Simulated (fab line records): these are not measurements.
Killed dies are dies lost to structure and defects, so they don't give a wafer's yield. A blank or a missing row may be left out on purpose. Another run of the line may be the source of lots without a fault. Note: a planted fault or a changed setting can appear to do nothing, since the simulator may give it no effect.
Which of the tools did it?	flow rit_cmos	21 wafers from 7 lots sampled at 2 of the route's 202 steps

== WHAT THE GAUGES SHOWED, per wafer ==
RIT_SPACER_THK_MEAS_04.
lot	measured	on	SPACER_NITRIDE_THK (nm)
L440	day 3 09:07	film_metro-04	249.4 250.3 250.3
L442	day 3 20:36	film_metro-04	252.7 251.0 249.5
L444	day 4 03:44	film_metro-04	252.9 252.7 251.5
L447	day 4 18:07	film_metro-04	253.7 250.7 254.1
L450	day 5 10:01	film_metro-04	252.9 254.7 254.6
L452	day 5 21:30	film_metro-02	338.4 337.7 338.9
L461	day 7 23:43	film_metro-04	247.2 247.2 244.7

== WHICH TOOL RAN EACH LOT (tool, then ch and the chambers of the sampled wafers, then the start) ==
lot	RIT_SPACER_CVD_03
L440	lpcvd-02 ch 0, day 3 07:12
L442	lpcvd-01 ch 1, day 3 17:43
L444	lpcvd-01 ch 1, day 4 01:49
L447	lpcvd-02 ch 1, day 4 16:11
L450	lpcvd-01 ch 1, day 5 08:05
L452	lpcvd-02 ch 0, day 5 19:34
L461	lpcvd-01 ch 1, day 7 21:47
- RIT_SPACER_CVD_03: deposits Si3N4 from SiH2Cl2/NH3, target thk 250 nm, time 3300 s.

== THE ANSWER, worked out from the rows above alone ==
Rule: the lots themselves supply what counts as usual. Put in order of their means at a reading, lots are off if they are a third of the lots or fewer, leave a main group of 4 or more, and stand apart from it by a gap of 3 or more times the standard deviation of the main group's means; of several such gaps the widest counts. A main group whose means are all the same, to the digits that the tables above print for the reading, isn't used. Also off: a lot with no number at a reading for which 4 or more lots have one. All remaining lots with rows at the step are treated as sound.
Off: L452, at RIT_SPACER_THK_MEAS_04 (SPACER_NITRIDE_THK). Mean 251.1 nm and standard deviation 2.5 in the main group.
A tool fits if, at a process step before that reading, it ran every lot that is off, and no sound lot after the first of them. Gauges at RIT_SPACER_THK_MEAS_04: tried the same way as those tools. Can't be told from this: 2 tools fit, lpcvd-02 at RIT_SPACER_CVD_03, film_metro-02 at RIT_SPACER_THK_MEAS_04.

== WHAT THE SIMULATOR HAD PUT IN ==
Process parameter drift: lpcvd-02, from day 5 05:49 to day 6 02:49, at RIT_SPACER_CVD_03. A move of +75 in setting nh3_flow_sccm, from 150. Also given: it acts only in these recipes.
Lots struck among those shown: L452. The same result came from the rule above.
